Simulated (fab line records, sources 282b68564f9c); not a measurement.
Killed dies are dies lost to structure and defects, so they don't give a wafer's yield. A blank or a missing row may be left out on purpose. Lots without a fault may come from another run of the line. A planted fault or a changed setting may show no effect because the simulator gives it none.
A struck lot beside a sound one | flow rit_cmos | 18 steps out of a route of 202
Sound: wafers L479.2, L479.3, L479.5. Struck: wafers L488.2, L488.5, L488.6. The cause comes at the end.
At each step with rows: each side's tool, then ch and its chambers, then its first start. Under that, the readings that differ: sound wafers | struck wafers | difference of the means | sigmas: that difference in standard deviations of wafers without a fault.
alike: readings whose means differ by less than 2 such deviations, and words and numbers that are the same on both sides. not compared: withheld readings, readings that some wafer has no value for, bounds like >300 that may hide the same value, and numbers for which the record gives no deviation and whose values overlap.
The two part at a step that has a row with sigmas, a row that says differs or no value, or rows on one side only. Numbers that don't overlap but have no deviation are shown without sigmas and don't part them. A reading that every wafer of one side lacks parts them only if that side has two wafers or more.

RIT_CONTACT_OVL_MEAS_09:
  sound on overlay-02, day 4 09:49; struck on overlay-01, day 6 07:21
  alike: CONTACT_OVL
then, 1 step without rows for these wafers: RIT_CONTACT_HARDBAKE_10 (time 60 s).
RIT_CONTACT_ETCH_11: etches SiO2 in CHF3/CF4/Ar, stops on TiSi2, target depth 480 nm, time 320 s.
  sound on rie_diel-01 ch 0,1, day 4 09:59; struck on rie_diel-02 ch 0,1, day 6 07:32
  alike: drypump_motor_current_A, oes_product_au, throttle_valve_pct
  not compared: rf_hours_counter_h
RIT_CONTACT_STRIP_12: strips in O2, time 180 s.
  sound on plasma_asher-02 ch 0,1, day 4 10:11; struck on plasma_asher-04 ch 0,1, day 6 07:44
  reading                     | sound       | struck      | difference | sigmas
  drypump_motor_current_A (A) | 6.6 5.7 6.6 | 5.4 5.4 5.1 | -1.0       | -2
  not compared: rf_hours_counter_h
RIT_CONTACT_CD_MEAS_90: target cd 1000 nm.
  sound on cd_sem-02, day 4 10:23; struck on cd_sem-01, day 6 07:55
  alike: cd_nm
then, 2 steps without rows for these wafers: RIT_CONTACT_CLEAN_13 (cleans in SC1, time 600 s); RIT_CONTACT_CLEAN_14 (cleans in SC2, time 600 s).
RIT_M1_SPUTTER_00: material Al, target thk 400 nm, time 500 s.
  sound on pvd_sputter-02, day 4 10:50; struck on pvd_sputter-01, day 6 08:23
  alike: throttle_valve_pct
RIT_M1_RS_MEAS_01: measures by four-point-probe.
  sound on film_metro-03, day 4 11:10; struck on film_metro-03, day 6 08:42
  alike: M1_AL_RS
RIT_M1_THK_MEAS_02: measures by xrf.
  sound on film_metro-03, day 4 11:16; struck on film_metro-03, day 6 08:49
  alike: M1_AL_THK
then, 2 steps without rows for these wafers: RIT_M1_HMDS_03 (prime time 60 s); RIT_M1_COAT_04 (resist thk 1300 nm).
RIT_M1_SOFTBAKE_05: time 60 s.
  sound on litho_track-01 ch 0, day 4 11:38; struck on litho_track-02 ch 0, day 6 09:11
  reading                  | sound             | struck            | difference | sigmas
  heater_power_total_W (W) | 34.57 34.56 34.48 | 33.48 33.49 33.50 | -1.05      | -23
  plate_temp_C (C)         | 90.07 89.86 89.81 | 87.93 88.05 87.90 | -1.95      | -18
then, 2 steps without rows for these wafers: RIT_M1_EXPOSE_06 (exposes mask M12, target cd 2600 nm); RIT_M1_PEB_07.
RIT_M1_DEVELOP_08: develop time 68 s.
  sound on litho_track-01 ch 0; struck on litho_track-01 ch 0
  reading                                 | sound          | struck         | difference | sigmas
  model.NOVOLAK_of_M1_COAT_04.thk_nm (nm) | 1296 1296 1294 | 1306 1303 1305 | +9         |
RIT_M1_CD_MEAS_09: target cd 2600 nm.
  sound on cd_sem-01, day 4 12:20; struck on cd_sem-01, day 6 09:46
  alike: cd_nm
RIT_M1_PROBE_99:
  sound on prober-02, day 4 15:29; struck on prober-01, day 6 15:55
  reading            | sound | struck | difference | sigmas
  killed_at_contacts | 0 0 0 | 0 1 1  | +1         | +3
  alike: defect_limited_yield, killed_at_front_end, killed_dies, killed_open, killed_short, sort_bin_3_pad_short, sort_bin_5_function, sort_bin_6_memory, sort_n_pass, sort_yield_pct

WHERE THEY PART
First at RIT_CONTACT_STRIP_12; last, within this record, at RIT_M1_PROBE_99.

WHY: what the simulator had put in
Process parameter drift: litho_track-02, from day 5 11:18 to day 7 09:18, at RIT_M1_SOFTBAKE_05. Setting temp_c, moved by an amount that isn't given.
